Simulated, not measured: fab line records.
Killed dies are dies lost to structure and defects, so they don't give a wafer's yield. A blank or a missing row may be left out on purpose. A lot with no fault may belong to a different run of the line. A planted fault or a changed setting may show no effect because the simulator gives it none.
Which tool did it? || flow berkeley_cmos170 || Sampling: 7 lots, 21 wafers, 3 of 331 route steps

WHAT THE GAUGES SHOWED, per wafer
UCB170_PLDD_TW_MEAS_11.
{"lot": "L453", "measured": "day 6 14:37", "on": "film_metro-01", "PLDD_TW": "1003 1007 998"}
{"lot": "L456", "measured": "day 7 07:08", "on": "film_metro-04", "PLDD_TW": "1014 1015 1013"}
{"lot": "L458", "measured": "day 7 11:58", "on": "film_metro-04", "PLDD_TW": "1007 1013 1013"}
{"lot": "L463", "measured": "day 8 16:19", "on": "film_metro-04", "PLDD_TW": "1014 1008 1001"}
{"lot": "L465", "measured": "day 9 02:20", "on": "film_metro-01", "PLDD_TW": "999 1005 1001"}
{"lot": "L470", "measured": "day 9 21:55", "on": "film_metro-04", "PLDD_TW": "954 952 955"}
{"lot": "L475", "measured": "day 10 12:58", "on": "film_metro-03", "PLDD_TW": "1011 1017 1014"}

EACH LOT AND THE TOOL THAT RAN IT (in order: tool; ch and the chambers of the sampled wafers; start)
{"lot": "L453", "UCB170_ZERO_STRIP_07": "plasma_asher-04 ch 0,1, day 1 22:25", "UCB170_PLDD_IMPLANT_09": "implanter-04 ch 0, day 6 14:22"}
{"lot": "L456", "UCB170_ZERO_STRIP_07": "plasma_asher-01 ch 0,1, day 2 13:55", "UCB170_PLDD_IMPLANT_09": "implanter-04 ch 0, day 7 06:54"}
{"lot": "L458", "UCB170_ZERO_STRIP_07": "plasma_asher-03 ch 0,1, day 3 00:36", "UCB170_PLDD_IMPLANT_09": "implanter-02 ch 0, day 7 11:44"}
{"lot": "L463", "UCB170_ZERO_STRIP_07": "plasma_asher-04 ch 0,1, day 4 07:29", "UCB170_PLDD_IMPLANT_09": "implanter-04 ch 0, day 8 16:04"}
{"lot": "L465", "UCB170_ZERO_STRIP_07": "plasma_asher-04 ch 0,1, day 4 14:56", "UCB170_PLDD_IMPLANT_09": "implanter-02 ch 0, day 9 02:05"}
{"lot": "L470", "UCB170_ZERO_STRIP_07": "plasma_asher-04 ch 0,1, day 5 17:01", "UCB170_PLDD_IMPLANT_09": "implanter-04 ch 0, day 9 21:41"}
{"lot": "L475", "UCB170_ZERO_STRIP_07": "plasma_asher-01 ch 0,1, day 6 12:06", "UCB170_PLDD_IMPLANT_09": "implanter-01 ch 0, day 10 12:43"}
- UCB170_ZERO_STRIP_07: strips in O2.
- UCB170_PLDD_IMPLANT_09

THE ANSWER, worked out from the rows above alone
Rule: the lots themselves supply what counts as usual. Put in order of their means at a reading, lots are off if they are a third of the lots or fewer, leave a main group of 4 or more, and stand apart from it by a gap of 3 or more times the standard deviation of the main group's means; of several such gaps the widest counts. A main group whose means are all the same, to the digits that the tables above print for the reading, isn't used. Also off: a lot with no number at a reading for which 4 or more lots have one. Any other lot the step has rows for is counted as sound.
Off: L470, at UCB170_PLDD_TW_MEAS_11 (PLDD_TW). For the main group the mean is 1008 and the standard deviation 5.
If a tool, at a process step before that reading, ran all the lots that are off and no sound lot after the first of them, it fits. Those tools and the gauges at UCB170_PLDD_TW_MEAS_11 are tried in the same way. Can't be told from this: 3 tools fit, plasma_asher-04 at UCB170_ZERO_STRIP_07, implanter-04 at UCB170_PLDD_IMPLANT_09, film_metro-04 at UCB170_PLDD_TW_MEAS_11.

WHAT THE SIMULATOR PUT IN
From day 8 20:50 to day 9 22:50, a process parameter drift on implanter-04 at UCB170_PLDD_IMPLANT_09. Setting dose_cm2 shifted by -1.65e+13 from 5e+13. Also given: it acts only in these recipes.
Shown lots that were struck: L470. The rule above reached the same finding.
